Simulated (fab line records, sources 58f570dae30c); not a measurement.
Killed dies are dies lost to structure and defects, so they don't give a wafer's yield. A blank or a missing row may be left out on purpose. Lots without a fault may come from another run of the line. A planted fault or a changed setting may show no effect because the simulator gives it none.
Tool commonality check | flow berkeley_cmos170 | 16 lots, 48 wafers sampled

WHY IT WAS OPENED
At UCB170_NVT_TW_MEAS_09 the reading NVT_TW is flagged on 4 of 16 lots. Wafers without a fault read 526, standard deviation 5.8.
Rule: a lot is flagged when every wafer of it that has a number lies more than 4 standard deviations from that mean, or none has a number. The other lots count as sound.

lot  | measured    | on            | NVT_TW, wafer by wafer | flag
L692 | day 5 07:43 | film_metro-03 | 525 528 526            |
L693 | day 5 21:17 | film_metro-03 | 529 529 529            |
L694 | day 6 03:43 | film_metro-02 | 535 534 535            |
L696 | day 6 07:31 | film_metro-03 | 521 521 522            |
L698 | day 6 16:19 | film_metro-04 | 522 526 523            |
L697 | day 6 16:32 | film_metro-02 | 532 533 532            |
L699 | day 6 16:38 | film_metro-04 | 523 523 520            |
L701 | day 7 08:07 | film_metro-04 | 521 525 522            |
L700 | day 7 08:19 | film_metro-04 | 523 522 523            |
L703 | day 7 13:08 | film_metro-02 | 537 535 536            |
L702 | day 7 13:19 | film_metro-03 | 524 524 525            |
L705 | day 8 01:24 | film_metro-03 | 520 522 520            |
L704 | day 8 02:07 | film_metro-04 | 315 317 317            | FLAGGED
L706 | day 8 02:23 | film_metro-03 | 313 315 313            | FLAGGED
L707 | day 8 11:04 | film_metro-02 | 323 323 323            | FLAGGED
L708 | day 8 11:17 | film_metro-02 | 325 323 326            | FLAGGED
The numbers of the flagged lots are 319 on average: -207 against the usual, or -36 standard deviations.

WHICH TOOL RAN EACH LOT
The record holds 1 process step before the reading, out of a route of 331 steps. In each cell: the tool, then ch and the chambers that the sampled wafers went through, then the start.
lot  | flag    | UCB170_NVT_IMPLANT_07
L692 |         | implanter-02 ch 0, day 5 07:30
L693 |         | implanter-04 ch 0, day 5 21:03
L694 |         | implanter-02 ch 0, day 6 03:28
L696 |         | implanter-03 ch 0, day 6 07:16
L698 |         | implanter-03 ch 0, day 6 16:06
L697 |         | implanter-04 ch 0, day 6 16:17
L699 |         | implanter-02 ch 0, day 6 16:24
L701 |         | implanter-03 ch 0, day 7 07:53
L700 |         | implanter-02 ch 0, day 7 08:04
L703 |         | implanter-02 ch 0, day 7 12:53
L702 |         | implanter-04 ch 0, day 7 13:06
L705 |         | implanter-04 ch 0, day 8 01:11
L704 | FLAGGED | implanter-03 ch 0, day 8 01:53
L706 | FLAGGED | implanter-02 ch 0, day 8 02:10
L707 | FLAGGED | implanter-02 ch 0, day 8 10:49
L708 | FLAGGED | implanter-03 ch 0, day 8 11:03
What these steps do:
- UCB170_NVT_IMPLANT_07
- UCB170_NVT_TW_MEAS_09

FLAGGED OVER TOTAL, TOOL BY TOOL (the gauges that took the reading come last)
step                  | tool          | lots run | flagged | share of the flagged lots | sound lots run after its first flagged lot
UCB170_NVT_IMPLANT_07 | implanter-02  | 7        | 2       | some                      | 0
UCB170_NVT_IMPLANT_07 | implanter-03  | 5        | 2       | some                      | 0
UCB170_NVT_IMPLANT_07 | implanter-04  | 4        | 0       | none                      | -
UCB170_NVT_TW_MEAS_09 | film_metro-02 | 5        | 2       | some                      | 0
UCB170_NVT_TW_MEAS_09 | film_metro-03 | 6        | 1       | some                      | 0
UCB170_NVT_TW_MEAS_09 | film_metro-04 | 5        | 1       | some                      | 0

WHAT THE TABLE ALLOWS
No row of the table ran every flagged lot.

WHAT THE SIMULATOR HAD PUT IN
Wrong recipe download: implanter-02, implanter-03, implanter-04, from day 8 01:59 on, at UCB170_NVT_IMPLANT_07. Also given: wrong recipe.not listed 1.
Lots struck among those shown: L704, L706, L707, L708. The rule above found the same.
